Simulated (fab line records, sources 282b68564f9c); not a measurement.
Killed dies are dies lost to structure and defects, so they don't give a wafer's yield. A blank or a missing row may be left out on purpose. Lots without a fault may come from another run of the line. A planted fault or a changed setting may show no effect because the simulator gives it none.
Which tool did it? | flow rit_cmos | 13 lots, 39 wafers sampled, at 5 steps of a route of 202

WHAT THE GAUGES READ, wafer by wafer
RIT_PWELL_OVL_MEAS_06. Usual: PWELL_OVL 0.7 nm, standard deviation 1.3.
lot  | measured    | on         | PWELL_OVL (nm) | flag
L228 | day 2 05:52 | overlay-01 | 0.9 1.0 -0.9   |
L229 | day 2 09:59 | overlay-02 | 0.1 0.0 -0.3   |
L230 | day 2 13:54 | overlay-02 | 3.5 2.5 0.3    |
L231 | day 2 17:55 | overlay-02 | 0.7 3.6 1.7    |
L232 | day 2 22:52 | overlay-01 | -1.4 0.2 -1.0  |
L233 | day 3 07:28 | overlay-01 | 1.5 1.4 1.2    |
L235 | day 3 18:23 | overlay-01 | 1.6 1.5 3.4    |
L238 | day 4 09:11 | overlay-01 | 0.9 -0.5 0.6   |
L239 | day 4 14:59 | overlay-02 | 0.5 0.4 -0.1   |
L244 | day 5 16:40 | overlay-01 | 0.5 -0.4 1.9   |
L248 | day 6 07:26 | overlay-02 | 0.8 2.1 1.2    |
L249 | day 6 11:54 | overlay-02 | -0.9 1.2 2.4   |
L250 | day 6 16:49 | overlay-01 | -0.2 -0.7 0.9  |

RIT_PRETRO_OVL_MEAS_06. Usual: PRETRO_OVL 0.2 nm, standard deviation 1.4.
lot  | measured    | on         | PRETRO_OVL (nm) | flag
L228 | day 2 14:31 | overlay-01 | -1.1 -2.2 -0.7  |
L229 | day 2 18:40 | overlay-01 | 1.6 1.7 -0.2    |
L230 | day 2 22:28 | overlay-02 | 1.1 2.6 2.7     |
L231 | day 3 02:28 | overlay-02 | 1.7 0.0 2.8     |
L232 | day 3 07:58 | overlay-01 | -1.7 -0.1 0.7   |
L233 | day 3 15:53 | overlay-01 | 1.2 1.9 -0.5    |
L235 | day 4 02:56 | overlay-02 | -0.5 -0.5 0.0   |
L238 | day 4 18:08 | overlay-02 | -1.8 -1.7 -0.5  |
L239 | day 4 23:41 | overlay-01 | - - -           | OFF
L244 | day 6 01:44 | overlay-02 | -0.7 -0.4 -0.2  |
L248 | day 6 17:00 | overlay-01 | 1.8 0.2 0.9     |
L249 | day 6 21:39 | overlay-02 | -2.7 -1.7 -0.7  |
L250 | day 7 01:22 | overlay-01 | 1.7 0.8 0.6     |

RIT_PRETRO_TW_MEAS_10. Usual: PRETRO_TW 471, standard deviation 3.2.
lot  | measured    | on            | PRETRO_TW         | flag
L228 | day 2 15:08 | film_metro-02 | 473 475 475       |
L229 | day 2 19:17 | film_metro-04 | 479 475 477       |
L230 | day 2 23:05 | film_metro-02 | 472 475 476       |
L231 | day 3 03:05 | film_metro-04 | 472 474 474       |
L232 | day 3 08:35 | film_metro-02 | 472 475 474       |
L233 | day 3 16:31 | film_metro-04 | 470 473 472       |
L235 | day 4 03:33 | film_metro-03 | 464 466 468       |
L238 | day 4 18:44 | film_metro-03 | 467 468 466       |
L239 | day 5 00:19 | film_metro-04 | 30 30 30 30 30 30 | OFF
L244 | day 6 02:21 | film_metro-03 | 469 470 468       |
L248 | day 6 17:40 | film_metro-03 | 470 467 467       |
L249 | day 6 22:16 | film_metro-03 | 470 470 469       |
L250 | day 7 01:59 | film_metro-03 | 468 469 470       |

RIT_FOX2_THK_MEAS_91. Usual: FIELD_OXIDE_LEFT_2_THK 251 nm, standard deviation 6.3.
lot  | measured    | on            | FIELD_OXIDE_LEFT_2_THK (nm) | flag
L228 | day 2 15:37 | film_metro-02 | 252 249 251                 |
L229 | day 2 19:46 | film_metro-03 | 253 262 261                 |
L230 | day 2 23:34 | film_metro-03 | 243 246 249                 |
L231 | day 3 03:34 | film_metro-03 | 255 256 255                 |
L232 | day 3 09:05 | film_metro-02 | 247 248 242                 |
L233 | day 3 17:01 | film_metro-01 | 249 244 251                 |
L235 | day 4 04:02 | film_metro-03 | 254 255 262                 |
L238 | day 4 19:13 | film_metro-03 | 250 238 243                 |
L244 | day 6 02:51 | film_metro-02 | 249 252 257                 |
L248 | day 6 18:08 | film_metro-02 | 241 244 245                 |
L249 | day 6 22:44 | film_metro-02 | 251 248 251                 |
L250 | day 7 02:28 | film_metro-01 | 248 252 251                 |

WHICH TOOL RAN EACH LOT (tool, then ch and the chambers of the sampled wafers, then the start)
lot  | RIT_PRETRO_EXPOSE_03
L228 | iline_stepper-01 ch 0, day 2 13:58
L229 | iline_stepper-02 ch 0, day 2 18:14
L230 | iline_stepper-01 ch 0, day 2 22:04
L231 | iline_stepper-01 ch 0, day 3 02:02
L232 | iline_stepper-02 ch 0, day 3 07:34
L233 | iline_stepper-02 ch 0, day 3 15:28
L235 | iline_stepper-02 ch 0, day 4 02:31
L238 | iline_stepper-02 ch 0, day 4 17:42
L239 | iline_stepper-01 ch 0, day 4 23:16
L244 | iline_stepper-01 ch 0, day 6 01:19
L248 | iline_stepper-01 ch 0, day 6 16:28
L249 | iline_stepper-02 ch 0, day 6 21:13
L250 | iline_stepper-01 ch 0, day 7 00:56
- RIT_PRETRO_EXPOSE_03: exposes mask M5, target cd 43700 nm.

WHAT THE TOOLS THEMSELVES READ (means of the sampled wafers that have a number; where no wafer has one, the mark that the record gives instead)
RIT_PRETRO_EXPOSE_03. Usual: exposure_dose_mJ_cm2 249.97, standard deviation 0.25.
lot  | tool             | exposure_dose_mJ_cm2 | flag
L228 | iline_stepper-01 | 249.97               |
L229 | iline_stepper-02 | 249.84               |
L230 | iline_stepper-01 | 249.84               |
L231 | iline_stepper-01 | 249.78               |
L232 | iline_stepper-02 | 249.81               |
L233 | iline_stepper-02 | 249.95               |
L235 | iline_stepper-02 | 249.87               |
L238 | iline_stepper-02 | 249.80               |
L239 | iline_stepper-01 | 250.34               |
L244 | iline_stepper-01 | 249.89               |
L248 | iline_stepper-01 | 249.64               |
L249 | iline_stepper-02 | 249.88               |
L250 | iline_stepper-01 | 249.86               |

THE ANSWER, worked out from the rows above alone
Rule: a lot is off if the mean of its wafers that have a number lies more than 3 standard deviations from the usual mean. A lot without any number at a reading at which 4 lots or more have one is off too. The other lots that the step has rows for count as sound. The gauges are gone through in route order, then the tools' own readings, and for those a lot's mean is taken as printed above. The first step at which some lot is off is used, and at that step the reading that is off furthest; a lot without a number counts as furthest.
Off: L239, at RIT_PRETRO_OVL_MEAS_06 (PRETRO_OVL). Without a number there: L239.
A tool fits if, at a process step before that reading, it ran every lot that is off, and no sound lot after the first of them. The gauges at RIT_PRETRO_OVL_MEAS_06 aren't tried: what is off there is off at RIT_PRETRO_TW_MEAS_10 too, on other tools, and a gauge's error can't cause that. None of those tried fits.

WHAT THE SIMULATOR HAD PUT IN
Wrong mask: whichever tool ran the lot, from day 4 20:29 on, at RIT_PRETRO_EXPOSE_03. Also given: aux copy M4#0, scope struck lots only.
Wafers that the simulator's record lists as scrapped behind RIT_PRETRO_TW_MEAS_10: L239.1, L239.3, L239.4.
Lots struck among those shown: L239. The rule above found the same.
